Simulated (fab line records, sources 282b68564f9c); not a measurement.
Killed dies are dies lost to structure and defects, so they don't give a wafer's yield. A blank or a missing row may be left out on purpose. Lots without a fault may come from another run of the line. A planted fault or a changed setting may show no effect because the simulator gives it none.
fab line records | flow rit_cmos
record lots=14 wafers=42 last_day=7
route steps=202 shown GATE@84
lots that met no fault: from a run of the same line without faults
start_h: hours from the record's first day to the start of the lot's first wafer shown | wait_h: hours since the lot's step before | " the same as in the row above | L1.1+2: a row that stands for several wafers | - no value, or no start given | * or withheld: withheld | < > ~ a bound
route shown NAME@n: a module of which the file shows steps, and the number in the route of the first | usual: mean/standard deviation of fault-free wafers | same: alike in all rows | chamber/n: place in a boat | sites: the reading at each site | _std_site: their standard deviation | _edge_site: outer sites' mean less inner sites' | radius_mm: how far each site lies from the wafer's centre | mask NAME#n: copy n | behind: the tool/chamber that last shaped the wafer | hold: why the lot was held/for how many hours/how that ended | device: the transistor (n, p or np) that didn't switch | end of line: the same wafers' tests at the end of the route | a step without rows: its recipe alone | killed: dies lost to structure and defects at the first sort, not the wafer's yield | map: a wafer's dies, x killed, . not, _ none there
set.NAME: the setting as run; set.NAME@STEP: as run at that earlier step | model.NAME: the simulator's own value behind a step, which no gauge read
steps of the route over a sample of lots; a table a step, a row a wafer
services: from which hour (start_h, from the record's first day; less than 0 if before it) a tool's chamber was out of use, for how many hours, and why
## steps
# step RIT_GATE_CVD_08
# recipe material=poly-Si target_thk_nm=250 temp_c=610 precursor=SiH4 time_s=2157 pressure_mtorr=300 sih4_flow_sccm=100
# usual sih4_flow_sccm=100.03/0.25 spike_tc_centre_C=611.5/1.2 spike_tc_load_C=629.5/1.6
# columns lot.wafer tool chamber start_h wait_h sih4_flow_sccm spike_tc_centre_C spike_tc_load_C
L180.4 lpcvd-02 0 35.17 0.0 99.73 609.2 628.8
L180.5 " 0 " " 99.57 610.8 629.4
L180.6 " 0 " " 99.70 609.7 629.4
L181.2 lpcvd-01 0 38.35 0.0 99.71 610.6 627.8
L181.3 " 0 " " 100.40 615.1 626.9
L181.4 " 0 " " 99.59 613.1 625.6
L184.4 lpcvd-01 1 54.30 0.0 100.26 611.5 631.8
L184.5 " 1 " " 100.32 609.9 631.2
L184.6 " 1 " " 100.23 611.8 629.8
L185.2 lpcvd-02 1 60.15 0.0 100.24 612.8 630.5
L185.4 " 1 " " 100.43 612.4 630.2
L185.5 " 1 " " 99.89 613.1 629.4
L186.1 lpcvd-02 0 64.70 0.7 100.22 609.4 630.8
L186.3 " 0 " " 99.98 613.2 629.2
L186.6 " 0 " " 100.26 611.1 629.4
L188.1 lpcvd-01 0 73.89 0.1 100.06 613.0 627.7
L188.4 " 0 " " 100.27 612.8 626.2
L188.6 " 0 " " 100.19 613.3 629.4
L190.1 lpcvd-02 0 85.51 0.1 99.78 609.1 628.6
L190.2 " 0 " " 100.26 609.9 629.3
L190.4 " 0 " " 99.87 612.1 630.5
L191.1 lpcvd-02 0 88.36 0.1 99.86 609.1 630.2
L191.5 " 0 " " 100.12 609.8 629.4
L191.6 " 0 " " 100.02 610.8 631.5
L192.2 lpcvd-01 1 94.33 0.0 100.07 611.1 628.2
L192.3 " 1 " " 100.15 612.0 630.8
L192.6 " 1 " " 100.14 610.8 632.1
L193.1 lpcvd-02 1 99.46 0.6 100.04 610.3 632.0
L193.2 " 1 " " 99.70 611.6 629.5
L193.3 " 1 " " 99.91 613.7 632.8
L194.2 lpcvd-01 0 103.97 0.0 100.02 612.0 627.3
L194.3 " 0 " " 100.28 612.7 629.5
L194.6 " 0 " " 100.17 611.6 627.6
L198.2 lpcvd-01 0 125.23 0.0 49.61 613.3 627.2
L198.4 " 0 " " 50.05 613.7 625.6
L198.5 " 0 " " 49.65 611.1 627.9
L202.3 lpcvd-01 0 144.69 0.0 50.01 612.6 626.2
L202.4 " 0 " " 49.87 612.2 627.0
L202.5 " 0 " " 49.91 611.6 626.7
L203.3 lpcvd-02 1 149.03 0.0 99.67 611.9 630.1
L203.4 " 1 " " 99.90 611.4 629.4
L203.6 " 1 " " 100.22 611.2 629.3
# step RIT_GATE_THK_MEAS_09
# recipe reads=poly-Si_of_GATE_CVD_08
# usual GATE_POLY_THK=243.3/2.1
# columns lot.wafer tool chamber start_h wait_h GATE_POLY_THK[nm]
L180.4 film_metro-04 - 37.62 0.0 244.0
L180.5 " - " " 245.0
L180.6 " - " " 245.1
L181.2 film_metro-01 - 39.98 0.0 240.5
L181.3 " - " " 241.7
L181.4 " - " " 240.2
L184.4 film_metro-01 - 55.95 0.0 246.0
L184.5 " - " " 246.0
L184.6 " - " " 245.4
L185.2 film_metro-03 - 62.59 0.0 243.3
L185.4 " - " " 245.1
L185.5 " - " " 244.1
L186.1 film_metro-01 - 67.13 0.0 240.7
L186.3 " - " " 243.3
L186.6 " - " " 241.1
L188.1 film_metro-01 - 76.32 0.0 238.8
L188.4 " - " " 240.5
L188.6 " - " " 240.6
L190.1 film_metro-01 - 87.94 0.0 246.8
L190.2 " - " " 245.6
L190.4 " - " " 246.0
L191.1 film_metro-04 - 90.79 0.0 242.8
L191.5 " - " " 241.9
L191.6 " - " " 244.6
L192.2 film_metro-01 - 95.96 0.0 243.6
L192.3 " - " " 245.6
L192.6 " - " " 243.5
L193.1 film_metro-04 - 101.89 0.0 244.3
L193.2 " - " " 246.9
L193.3 " - " " 244.3
L194.2 film_metro-03 - 106.41 0.0 242.2
L194.3 " - " " 242.7
L194.6 " - " " 246.2
L198.2 film_metro-01 - 126.86 0.0 120.4
L198.4 " - " " 119.9
L198.5 " - " " 119.1
L202.3 film_metro-01 - 146.33 0.0 120.1
L202.4 " - " " 121.9
L202.5 " - " " 119.7
L203.3 film_metro-03 - 150.66 0.0 242.3
L203.4 " - " " 239.6
L203.6 " - " " 239.2
# step RIT_GATE_ETCH_19
# recipe chemistry=SF6/CHF3/O2 time_s=165 SF6_flow_sccm=30 CHF3_flow_sccm=30 O2_flow_sccm=5 target=poly-Si pressure_mtorr=40 rf_w=160 target_depth_a=3125 over_etch_frac=0.25 stop_on=SiO2
# usual drypump_motor_current_A=5.9/0.54 oes_product_au=0.834/0.012 throttle_valve_pct=10.26/0.12
# columns lot.wafer tool chamber start_h wait_h drypump_motor_current_A oes_product_au rf_hours_counter_h throttle_valve_pct
L180.4 rie_si-01 2 39.09 0.1 6.7 0.826 15 10.22
L180.5 " 1 " " 6.5 0.838 - 10.12
L180.6 " 0 " " 5.5 0.836 - 10.44
L181.2 rie_si-02 2 41.20 0.1 5.2 0.828 92 10.27
L181.3 " 3 " " 6.3 0.831 136 10.33
L181.4 " 1 " " 5.2 0.837 148 10.12
L184.4 rie_si-01 0 57.21 0.1 5.5 0.837 47 10.44
L184.5 " 0 " " 5.5 0.834 - 10.45
L184.6 " 3 " " 5.6 0.844 - 10.40
L185.2 rie_si-02 1 63.79 0.1 5.2 0.847 148 10.12
L185.4 " 0 " " 6.2 0.833 9 10.15
L185.5 " 1 " " 5.2 0.848 - 10.13
L186.1 rie_si-01 1 68.34 0.1 6.5 0.823 158 10.12
L186.3 " 2 " " 6.7 0.820 15 10.23
L186.6 " 2 " " 6.7 0.819 - 10.23
L188.1 rie_si-01 2 77.53 0.1 6.7 0.820 15 10.23
L188.4 " 2 " " 6.7 0.818 - 10.21
L188.6 " 3 " " 5.6 0.828 - 10.39
L190.1 rie_si-01 0 89.28 0.1 5.5 0.844 48 10.45
L190.2 " 2 " " 6.7 0.830 15 10.22
L190.4 " 1 " " 6.5 0.865 0 10.08
L191.1 rie_si-02 3 92.01 0.1 6.3 0.837 136 10.33
L191.5 " 0 " " 6.2 0.813 - 10.17
L191.6 " 3 " " 6.3 0.855 - 10.33
L192.2 rie_si-01 3 97.42 0.1 5.6 0.829 41 10.41
L192.3 " 0 " " 5.5 0.834 48 10.45
L192.6 " 3 " " 5.6 0.841 - 10.40
L193.1 rie_si-02 1 103.23 0.1 5.2 0.848 149 10.13
L193.2 " 0 " " 6.2 0.828 9 10.17
L193.3 " 3 " " 6.3 0.841 136 10.32
L194.2 rie_si-01 0 107.74 0.1 5.5 0.825 48 10.46
L194.3 " 2 " " 6.7 0.820 16 10.21
L194.6 " 0 " " 5.5 0.834 - 10.44
L198.2 rie_si-01 3 128.06 0.1 5.6 0.543 42 10.40
L198.4 " 2 " " 6.7 0.538 16 10.22
L198.5 " 2 " " 6.7 0.532 - 10.23
L202.3 rie_si-01 3 147.53 0.1 5.6 0.541 42 10.39
L202.4 " 2 " " 6.7 0.546 16 10.22
L202.5 " 3 " " 5.6 0.544 - 10.40
L203.3 rie_si-02 0 151.86 0.1 6.2 0.817 10 10.17
L203.4 " 1 " " 5.2 0.847 0 10.13
L203.6 " 2 " " 5.2 0.822 - 10.27
## services
# columns tool chamber start_h hours kind
lpcvd-02 - 58.29 1.1 repair
rie_si-01 1 70.06 - clean
rie_si-01 1 70.06 14.0 scheduled_down
rie_si-01 1 70.06 14.0 vent_cycle
lpcvd-02 - 114.24 4.3 pm
rie_si-02 1 118.28 - clean
rie_si-02 1 118.28 14.9 scheduled_down
rie_si-02 1 118.28 14.9 vent_cycle
## key
first_sign step=RIT_GATE_CVD_08 reading=sih4_flow_sccm direction=down sigmas=99+ usual=100.03 struck=49.85
effect step=RIT_GATE_THK_MEAS_09 reading=GATE_POLY_THK direction=down sigmas=58 usual=243.3 struck=120.2
effect step=RIT_GATE_ETCH_19 reading=oes_product_au direction=down sigmas=25 usual=0.834 struck=0.541
met_at RIT_GATE_CVD_08
struck_lots L198,L202
struck_wafers L198.2,L198.4,L198.5,L202.3,L202.4,L202.5
sort_left_out L198.2,L198.4,L198.5,L202.3,L202.4,L202.5
tester_left_out L198,L202
onset_between 103.97 125.23
fault kind=process_parameter_drift tool=lpcvd-01 chamber=0 onset_h=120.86 steps=RIT_GATE_CVD_08 channel=sih4_flow_sccm offset=-50 shape=step end_h=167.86 stated=100
# tester_left_out: of these lots the tester's yield and bins aren't shown, on N5 and GAA mostly nor the transistor test; their killed dies are dies lost to structure and defects alone, not to doping, threshold or leakage, so they don't give the yield
# sort_left_out: the simulated sort isn't trusted on such a fault, so these wafers' sort isn't shown, and their yield isn't known
